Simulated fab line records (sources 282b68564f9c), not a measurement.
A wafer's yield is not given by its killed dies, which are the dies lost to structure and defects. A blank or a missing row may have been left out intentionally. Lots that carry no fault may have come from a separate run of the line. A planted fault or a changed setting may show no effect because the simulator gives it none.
Which of the tools did it? | flow rit cmos | 36 wafers from 12 lots sampled at 6 of the route's 202 steps

## WHAT THE GAUGES READ, wafer by wafer
RIT_NWELL_TW_MEAS_10. Usual: NWELL_TW 2144, standard deviation 20.
lot  | measured    | on            | NWELL_TW       | flag
L807 | day 1 21:15 | film metro-04 | 2176 2188 2182 |
L808 | day 2 01:55 | film metro-02 | 2122 2127 2120 |
L809 | day 2 07:13 | film metro-04 | 2175 2168 2167 |
L810 | day 2 13:16 | film metro-01 | 2171 2160 2191 |
L811 | day 2 17:52 | film metro-04 | 2171 2158 2172 |
L812 | day 2 23:26 | film metro-02 | 2113 2123 2129 |
L813 | day 3 04:31 | film metro-01 | 2157 2156 2170 |
L814 | day 3 11:47 | film metro-02 | 2115 2132 2118 |
L815 | day 3 14:57 | film metro-02 | 2121 2117 2127 |
L816 | day 3 17:57 | film metro-04 | 2183 2177 2173 |
L817 | day 3 23:40 | film metro-04 | 2160 2165 2154 |
L818 | day 4 05:26 | film metro-02 | 2124 2125 2127 |

RIT_PLDD_TW_MEAS_10. Usual: PLDD_TW 2336, standard deviation 15.
lot  | measured    | on            | PLDD_TW        | flag
L807 | day 2 20:05 | film metro-02 | 2335 2335 2346 |
L808 | day 3 01:45 | film metro-01 | 2350 2364 2369 |
L809 | day 3 09:43 | film metro-03 | 2336 2335 2322 |
L810 | day 3 14:01 | film metro-03 | 2322 2323 2324 |
L811 | day 3 16:26 | film metro-03 | 2322 2323 2318 |
L812 | day 3 21:32 | film metro-01 | 2377 2372 2355 |
L813 | day 4 04:47 | film metro-02 | 2338 2323 2352 |
L814 | day 4 11:49 | film metro-03 | 2325 2336 2324 |
L815 | day 4 12:22 | film metro-03 | 2936 2967 2930 | OFF
L816 | day 4 16:07 | film metro-03 | 2953 2943 2956 | OFF
L817 | day 4 23:49 | film metro-02 | 2956 2963 2957 | OFF
L818 | day 5 03:20 | film metro-02 | 2947 2952 2945 | OFF

RIT_PSD_OVL_MEAS_06. Usual: PSD_OVL -0.4 nm, standard deviation 1.7.
lot  | measured    | on         | PSD_OVL (nm)   | flag
L807 | day 3 01:18 | overlay-01 | 2.1 3.0 1.7    |
L808 | day 3 06:42 | overlay-02 | 0.5 -0.8 -2.3  |
L809 | day 3 14:41 | overlay-02 | -0.6 -0.2 -1.8 |
L810 | day 3 19:07 | overlay-01 | -0.4 -1.0 -0.5 |
L811 | day 3 21:16 | overlay-01 | -1.2 0.1 -1.5  |
L812 | day 4 02:30 | overlay-01 | 0.9 0.9 1.1    |
L813 | day 4 09:47 | overlay-01 | 1.9 0.4 0.6    |
L814 | day 4 16:49 | overlay-01 | 0.3 -0.6 -2.1  |
L815 | day 4 17:18 | overlay-02 | -2.6 -1.9 -3.5 |
L816 | day 4 20:58 | overlay-02 | -1.3 -2.3 -1.7 |
L817 | day 5 04:56 | overlay-01 | -0.8 0.8 0.6   |
L818 | day 5 08:24 | overlay-01 | 1.3 1.5 0.6    |

RIT_SDANNEAL_RS_MEAS_06: measures by four-point-probe. Usual: PLDD_RS 178.7 ohm/sq, standard deviation 0.46.
lot  | measured    | on            | PLDD_RS (ohm/sq)  | flag
L807 | day 3 02:34 | film metro-03 | 178.2 178.3 178.4 |
L808 | day 3 08:11 | film metro-01 | 178.0 178.4 178.6 |
L809 | day 3 15:57 | film metro-01 | 178.8 178.8 178.9 |
L810 | day 3 20:30 | film metro-03 | 178.6 178.2 178.5 |
L811 | day 3 22:31 | film metro-03 | 178.5 178.2 178.5 |
L812 | day 4 03:46 | film metro-02 | 177.7 178.2 178.3 |
L813 | day 4 11:02 | film metro-03 | 178.4 177.9 178.3 |
L814 | day 4 18:04 | film metro-03 | 179.0 178.1 178.5 |
L815 | day 4 18:35 | film metro-02 | 68.7 68.6 68.6    | OFF
L816 | day 4 22:14 | film metro-02 | 68.6 68.8 68.6    | OFF
L817 | day 5 06:13 | film metro-03 | 68.8 68.6 68.7    | OFF
L818 | day 5 09:39 | film metro-03 | 68.8 68.8 68.7    | OFF

## WHICH TOOL RAN EACH LOT (tool, then ch and the chambers of the sampled wafers, then the start)
lot  | RIT_PLDD_IMPLANT_08            | RIT_PSD_STRIP_09
L807 | implanter-01 ch 0, day 2 19:48 | plasma asher-04 ch 0,1, day 3 01:41
L808 | implanter-01 ch 0, day 3 01:26 | plasma asher-02 ch 0,1, day 3 07:17
L809 | implanter-04 ch 0, day 3 09:25 | plasma asher-04 ch 0,1, day 3 15:04
L810 | implanter-03 ch 0, day 3 13:43 | plasma asher-02 ch 1, day 3 19:35
L811 | implanter-01 ch 0, day 3 16:07 | plasma asher-01 ch 0,1, day 3 21:37
L812 | implanter-03 ch 0, day 3 21:13 | plasma asher-01 ch 0,1, day 4 02:50
L813 | implanter-03 ch 0, day 4 04:28 | plasma asher-01 ch 0,1, day 4 10:07
L814 | implanter-04 ch 0, day 4 11:29 | plasma asher-02 ch 0,1, day 4 17:10
L815 | implanter-01 ch 0, day 4 12:04 | plasma asher-01 ch 0,1, day 4 17:41
L816 | implanter-01 ch 0, day 4 15:41 | plasma asher-01 ch 0,1, day 4 21:20
L817 | implanter-03 ch 0, day 4 23:29 | plasma asher-04 ch 0,1, day 5 05:17
L818 | implanter-04 ch 0, day 5 03:01 | plasma asher-02 ch 0,1, day 5 08:44
- RIT_PLDD_IMPLANT_08
- RIT_PSD_STRIP_09: strips in O2, time 180 s.

## AS READ BY THE TOOLS THEMSELVES (means over the sampled wafers that have a number; for cases with no such wafer, the mark the record gives instead)
RIT_PLDD_IMPLANT_08. Usual: dose ions cm2 reads 9.001e+14 (standard deviation 8.8e+11).
lot  | tool         | dose ions cm2 | flag
L807 | implanter-01 | 9.008e+14     |
L808 | implanter-01 | 9.013e+14     |
L809 | implanter-04 | 9.006e+14     |
L810 | implanter-03 | 8.992e+14     |
L811 | implanter-01 | 8.994e+14     |
L812 | implanter-03 | 9.004e+14     |
L813 | implanter-03 | 8.992e+14     |
L814 | implanter-04 | 8.998e+14     |
L815 | implanter-01 | 8.994e+14     |
L816 | implanter-01 | 9.008e+14     |
L817 | implanter-03 | 9.000e+14     |
L818 | implanter-04 | 9.001e+14     |

RIT_PSD_STRIP_09. Usual: drypump motor current A reads 6.1 A (standard deviation 0.57).
lot  | tool            | drypump motor current A (A) | flag
L807 | plasma asher-04 | 6.1                         |
L808 | plasma asher-02 | 6.2                         |
L809 | plasma asher-04 | 6.1                         |
L810 | plasma asher-02 | 4.9                         |
L811 | plasma asher-01 | 6.1                         |
L812 | plasma asher-01 | 6.1                         |
L813 | plasma asher-01 | 6.1                         |
L814 | plasma asher-02 | 5.6                         |
L815 | plasma asher-01 | 6.1                         |
L816 | plasma asher-01 | 6.0                         |
L817 | plasma asher-04 | 6.3                         |
L818 | plasma asher-02 | 5.5                         |

## THE ANSWER, worked out from the rows above alone
Rule: a lot is off if the mean of its wafers that have a number lies more than 3 standard deviations from the usual mean. Also off: a lot with no number at a reading for which 4 or more lots have one. Where the step has rows for the other lots, those lots are counted as sound. Order of review: gauges by route order, followed by the tools' own readings, for which a lot's mean as printed above is used. The first step at which some lot is off is used, and at that step the reading that is off furthest; a lot without a number counts as furthest.
Off: at RIT_PLDD_TW_MEAS_10 (PLDD_TW), L815, L816, L817, L818.
A tool fits if, at a process step before that reading, it ran every lot that is off, and no sound lot after the first of them. Those tools and the gauges at RIT_PLDD_TW_MEAS_10 are tried in the same way. Not one of the candidates tried fits.

## WHAT HAD BEEN PUT IN BY THE SIMULATOR
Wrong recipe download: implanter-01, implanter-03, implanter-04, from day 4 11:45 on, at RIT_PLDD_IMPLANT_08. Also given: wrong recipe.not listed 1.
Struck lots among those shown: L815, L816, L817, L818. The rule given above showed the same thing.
